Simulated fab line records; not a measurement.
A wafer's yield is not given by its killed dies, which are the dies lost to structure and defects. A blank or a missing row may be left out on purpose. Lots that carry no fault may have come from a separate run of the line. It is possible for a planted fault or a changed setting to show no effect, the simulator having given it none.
Which tool did it? ; flow berkeleyCmos170 ; 14 lots with 42 wafers sampled at 3 steps, on a route of 331 steps

== WHAT THE GAUGES SHOWED, per wafer ==
UCB170_NSD_OVL_MEAS_07.
lot;measured;on;NSD_OVL (nm)
L794;day 6 16:18;overlay-02;-8 -3 -2
L798;day 7 00:15;overlay-01;11 9 10
L799;day 7 14:02;overlay-02;2 -2 -1
L800;day 7 19:48;overlay-02;1 -1 3
L802;day 8 18:11;overlay-01;3 5 3
L804;day 8 18:01;overlay-02;2 2 -4
L805;day 8 17:36;overlay-01;-2 2 0
L806;day 9 12:58;overlay-02;2 5 -1
L808;day 9 16:41;overlay-02;14 15 -2
L809;day 9 23:40;overlay-01;0 -2 -1
L810;day 10 08:29;overlay-01;-4 2 5
L811;day 10 21:54;overlay-02;-1 2 9
L816;day 11 21:06;overlay-02;8 -5 -1
L817;day 11 21:22;overlay-02;-3 -1 -4

UCB170_M1_OVL_MEAS_10.
lot;measured;on;M1_OVL (nm)
L794;day 7 02:35;overlay-01;-7 -4 -8
L798;day 7 08:37;overlay-01;-3 -2 -6
L799;day 7 22:07;overlay-01;1 3 -1
L800;day 8 05:16;overlay-01;4 5 1
L802;day 9 06:12;overlay-02;-12 -10 1
L804;day 9 06:05;overlay-01;-2 -2 -7
L805;day 9 02:30;overlay-02;-4 -8 -4
L806;day 9 22:16;overlay-02;-6 -5 -8
L808;day 10 02:49;overlay-02;3 5 0
L809;day 10 10:11;overlay-02;0 -7 -5
L810;day 10 17:28;overlay-02;-4 -8 -7
L811;day 11 09:17;overlay-02;-11 -15 -12
L816;day 12 08:34;overlay-01;2 0 0
L817;day 12 09:07;overlay-01;4 3 1

== TOOL THAT RAN EACH LOT (tool first, then ch and the chambers of the sampled wafers, then the start) ==
lot;UCB170_NWELL_STRIP_15
L794;plasmaAsher-04 ch 0,1, day 2 06:10
L798;plasmaAsher-02 ch 0,1, day 2 23:15
L799;plasmaAsher-04 ch 0,1, day 3 02:09
L800;plasmaAsher-04 ch 0,1, day 3 11:42
L802;plasmaAsher-01 ch 0,1, day 4 04:22
L804;plasmaAsher-01 ch 0,1, day 4 07:17
L805;plasmaAsher-04 ch 1, day 4 13:26
L806;plasmaAsher-02 ch 1, day 4 18:52
L808;plasmaAsher-01 ch 0,1, day 5 02:02
L809;plasmaAsher-01 ch 1, day 5 07:20
L810;plasmaAsher-01 ch 0,1, day 5 18:52
L811;plasmaAsher-02 ch 0,1, day 6 03:25
L816;plasmaAsher-01 ch 0,1, day 6 23:52
L817;plasmaAsher-02 ch 0,1, day 7 02:47
- UCB170_NWELL_STRIP_15: strips in O2.

== WHAT THE TOOLS THEMSELVES READ (means of the sampled wafers that have a number; where no wafer has one, the mark that the record gives instead) ==
UCB170_NWELL_STRIP_15.
lot;tool;drypumpMotorCurrentA (A);oesProductAu (a.u.);stripTimeToEndpointS (s)
L794;plasmaAsher-04;5.6;0.719;17.90
L798;plasmaAsher-02;6.0;0.717;18.09
L799;plasmaAsher-04;5.6;0.719;17.99
L800;plasmaAsher-04;5.2;0.724;18.01
L802;plasmaAsher-01;5.4;0.728;17.87
L804;plasmaAsher-01;5.4;0.717;17.82
L805;plasmaAsher-04;6.0;0.725;17.96
L806;plasmaAsher-02;6.4;0.719;17.93
L808;plasmaAsher-01;5.4;0.719;18.04
L809;plasmaAsher-01;5.5;0.718;18.01
L810;plasmaAsher-01;5.4;0.722;17.94
L811;plasmaAsher-02;6.0;0.718;17.97
L816;plasmaAsher-01;5.4;0.719;17.90
L817;plasmaAsher-02;6.3;0.721;18.15

== THE ANSWER, worked out from the rows above alone ==
Rule: the lots themselves supply what counts as usual. The widest of any qualifying gaps counts: lots, ordered by their means at a reading, are off when they make up no more than a third of the lots, leave a main group of 4 or more, and stand apart from it by 3 or more times the standard deviation of that group's means. A main group is skipped when, at the precision printed for the reading in the tables above, its means are all equal. Also off: a lot with no number at a reading for which 4 or more lots have one. All remaining lots with rows at the step are treated as sound. First the gauges in route order, then the tools' own readings, where a lot's mean is used as printed above. At the first step where some lot is off, the reading lying furthest off is the one used; lots without a number count as furthest.
No lot is off at any reading shown: from this, nothing can be told.

== WHAT THE SIMULATOR HAD INSERTED ==
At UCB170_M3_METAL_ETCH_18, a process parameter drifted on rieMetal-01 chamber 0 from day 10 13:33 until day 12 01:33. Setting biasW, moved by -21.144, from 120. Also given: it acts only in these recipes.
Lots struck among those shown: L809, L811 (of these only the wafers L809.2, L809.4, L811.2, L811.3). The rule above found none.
